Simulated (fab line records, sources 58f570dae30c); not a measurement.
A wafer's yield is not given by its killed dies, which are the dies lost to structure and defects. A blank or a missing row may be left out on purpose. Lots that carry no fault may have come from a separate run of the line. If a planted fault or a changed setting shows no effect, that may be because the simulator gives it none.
Split-lot trial | flow berkeley-cmos170 | on a route of 331 steps: 5 lots, 27 wafers read

## ABOUT THE SPLIT
At UCB170_PWELL_ETCH_14 (etches Si3N4 in CH3F/Ar/O2, stops on SiO2, target depth 242 nm, time 151 s), the setting target-depth-a was moved away from the recipe's 2420 angstrom on 6 of the 27 wafers read, by -24.5% to +56.6%. The other wafers ran this setting at the recipe's value.

The split's own step is where the reading is taken.

## THE READING
oes-product-au, in a.u., at UCB170_PWELL_ETCH_14 (etches Si3N4 in CH3F/Ar/O2, stops on SiO2, target depth 242 nm, time 151 s). On this fab line, fault-free wafers typically give 0.945 a.u. with a standard deviation of 0.013 a.u.

wafer  | tool, chamber at the split | target-depth-a as run, angstrom | against the recipe | oes-product-au, a.u. | against lot-mates on the recipe
L077.1 | rie-diel-01, 1             | 3790                            | +56.6%             | 0.734                | -0.216
L077.2 | rie-diel-01, 3             | 3790                            | +56.6%             | 0.740                | -0.210
L077.3 | rie-diel-01, 2             | 2420                            | recipe             | 0.967                | -
L077.4 | rie-diel-01, 0             | 2420                            | recipe             | 0.951                | -
L077.5 | rie-diel-01, 3             | 2420                            | recipe             | 0.932                | -
L077.6 | rie-diel-01, 2             | 3790                            | +56.6%             | 0.764                | -0.186
L078.1 | rie-diel-02, 0             | 2420                            | recipe             | 0.937                | -
L078.2 | rie-diel-02, 3             | 2420                            | recipe             | 0.953                | -
L078.3 | rie-diel-02, 1             | 2420                            | recipe             | 0.956                | -
L078.4 | rie-diel-02, 2             | 2420                            | recipe             | 0.951                | -
L078.5 | rie-diel-02, 2             | 2420                            | recipe             | 0.948                | -
L078.6 | rie-diel-02, 3             | 2420                            | recipe             | 0.947                | -
L080.1 | rie-diel-02, 2             | 2420                            | recipe             | 0.952                | -
L080.2 | rie-diel-02, 1             | 1828                            | -24.5%             | 1.043                | +0.096
L080.3 | rie-diel-02, 0             | 2420                            | recipe             | 0.938                | -
L080.4 | rie-diel-02, 3             | 2420                            | recipe             | 0.952                | -
L080.5 | rie-diel-02, 1             | 1828                            | -24.5%             | 1.036                | +0.089
L080.6 | rie-diel-02, 2             | 1828                            | -24.5%             | 1.039                | +0.092
L081.2 | rie-diel-01, 1             | 2420                            | recipe             | 0.936                | -
L081.3 | rie-diel-01, 2             | 2420                            | recipe             | 0.958                | -
L081.5 | rie-diel-01, 3             | 2420                            | recipe             | 0.933                | -
L084.1 | rie-diel-02, 2             | 2420                            | recipe             | 0.953                | -
L084.2 | rie-diel-02, 3             | 2420                            | recipe             | 0.939                | -
L084.3 | rie-diel-02, 1             | 2420                            | recipe             | 0.960                | -
L084.4 | rie-diel-02, 0             | 2420                            | recipe             | 0.936                | -
L084.5 | rie-diel-02, 0             | 2420                            | recipe             | 0.933                | -
L084.6 | rie-diel-02, 1             | 2420                            | recipe             | 0.957                | -

FIT RESULTS
A straight line over all 27 wafers: oes-product-au changes by -0.00359 a.u. for each +1% of target-depth-a; r = -0.99; the points scatter about the line by 0.01 a.u.
The same after taking each lot's own level away (the mean of its wafers on the recipe; 27 wafers): -0.00363 a.u. for each +1%; r = -0.99; scatter 0.01 a.u.
On that fit, the largest move of target-depth-a shifts the reading by 0.21 a.u.
Measured against the standard deviation above, the lots' own levels, which go from 0.9423 to 0.9500 a.u., span 0.6 times it.
The two slopes are in agreement: the lot-to-lot level therefore moves the slope only a little.
Check: for one of the wafers moved furthest among these (+56.6%), held out of the fit, the line's prediction against its lot-mates is -0.201 a.u. Against them it came out at -0.216 a.u.
Tool readings at the split's step, against how far the setting was moved: oes-product-au r = -0.99.

## THE WHOLE CHAIN: every reading that the file lists as answering this split, in the file's order
step                  | what it does                                                               | reading                                                                            | change (the file's fit)                   | r (the file's)
UCB170_PWELL_ETCH_14  | etches Si3N4 in CH3F/Ar/O2, stops on SiO2, target depth 242 nm, time 151 s | oes-product-au                                                                     | -0.00364 a.u. for each +1% of the setting | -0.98
UCB170_PWELL_ETCH_14  | etches Si3N4 in CH3F/Ar/O2, stops on SiO2, target depth 242 nm, time 151 s | KrF_of_PWELL_COAT_08.thk-nm (the simulator's own value, which no gauge read)       | -1.68 nm for each +1% of the setting      | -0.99
UCB170_PWELL_ETCH_14  | etches Si3N4 in CH3F/Ar/O2, stops on SiO2, target depth 242 nm, time 151 s | SiO2_of_PWELL_OXIDATION_02.thk-nm (the simulator's own value, which no gauge read) | -0.339 nm for each +1% of the setting     | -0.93
UCB170_PWELL_STRIP_16 | strips in O2                                                               | strip-time-to-endpoint-s                                                           | withheld for each +1% of the setting      | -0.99

## THE FILE'S OWN FIT
oes-product-au changes by -0.00364 a.u. for each +1% of target-depth-a, r = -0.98.
